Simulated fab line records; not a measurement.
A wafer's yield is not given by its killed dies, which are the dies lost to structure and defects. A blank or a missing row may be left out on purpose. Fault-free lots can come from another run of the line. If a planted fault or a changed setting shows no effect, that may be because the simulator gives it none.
The tool behind it: which one? ; flow berkeley cmos170 ; 47 wafers from 16 lots sampled at 2 of the route's 331 steps

WHAT THE GAUGES SHOWED, per wafer
UCB170_PWELL_TW_MEAS_17.
lot;measured;on;PWELL_TW
L864;day 3 11:13;film metro-04;380.1 377.6 379.2
L867;day 4 01:04;film metro-04;377.0 376.4 378.4
L866;day 4 01:19;film metro-01;385.3 385.3 382.8
L869;day 4 09:41;film metro-01;385.0 382.0 385.0
L868;day 4 09:55;film metro-01;384.9 384.4 386.4
L870;day 4 10:04;film metro-01;385.6 384.0 386.2
L872;day 5 00:28;film metro-02;383.4 382.4 385.2
L873;day 5 08:32;film metro-01;382.9 383.8 382.4
L875;day 5 12:17;film metro-04;382.0 380.9 381.6
L874;day 5 12:54;film metro-02;381.5 380.9 383.3
L877;day 5 20:58;film metro-01;382.5 384.3 386.3
L878;day 6 17:22;film metro-01;385.3 386.1
L879;day 7 01:14;film metro-04;376.4 379.7 377.6
L880;day 7 01:28;film metro-01;386.5 384.9 383.6
L882;day 7 09:52;film metro-01;384.6 384.2 385.4
L884;day 8 00:52;film metro-01;379.3 381.0 381.7

UCB170_NSD_TW_MEAS_10.
lot;measured;on;NSD_TW
L864;day 8 06:19;film metro-02;4267 4241 4251
L867;day 8 15:28;film metro-02;4270 4262 4237
L866;day 8 15:44;film metro-04;4209 4198 4186
L869;day 9 09:31;film metro-03;4192 4186 4201
L868;day 9 09:39;film metro-02;4239 4242 4254
L870;day 9 09:22;film metro-03;4193 4165 4178
L872;day 9 18:51;film metro-02;4257 4264 4249
L873;day 10 08:23;film metro-03;4184 4170 4187
L875;day 10 08:13;film metro-02;4288 4295 4256
L874;day 10 07:41;film metro-02;4272 4276 4268
L877;day 10 20:10;film metro-03;4192 4199 4199
L878;day 11 10:34;film metro-03;4182 4148
L879;day 11 20:43;film metro-04;4134 4156 4140
L880;day 11 20:55;film metro-02;4244 4252 4252
L882;day 12 01:36;film metro-04;4159 4146 4181
L884;day 12 11:58;film metro-04;4164 4165 4174

EACH LOT AND THE TOOL THAT RAN IT (in order: tool; ch and the chambers of the sampled wafers; start)
Before these readings, the record contains no process step.

AS READ BY THE TOOLS THEMSELVES (means over the sampled wafers that have a number; for cases with no such wafer, the mark the record gives instead)
The record holds no such reading with a usual standard deviation.

THE ANSWER, worked out from the rows above alone
Rule: the usual values come from the lots themselves. Put in order of their means at a reading, lots are off if they are a third of the lots or fewer, leave a main group of 4 or more, and stand apart from it by a gap of 3 or more times the standard deviation of the main group's means; of several such gaps the widest counts. The tables above print the reading to a certain number of digits; a main group whose means all agree to those digits is not used. A lot without any number at a reading at which 4 lots or more have one is off too. Any other lot the step has rows for is counted as sound. First the gauges in route order, then the tools' own readings, where a lot's mean is used as printed above. The first step at which some lot is off is used, and at that step the reading that is off furthest; a lot without a number counts as furthest.
No lot is off on any of the readings shown, so nothing can be concluded from this.

WHAT THE SIMULATOR PUT IN
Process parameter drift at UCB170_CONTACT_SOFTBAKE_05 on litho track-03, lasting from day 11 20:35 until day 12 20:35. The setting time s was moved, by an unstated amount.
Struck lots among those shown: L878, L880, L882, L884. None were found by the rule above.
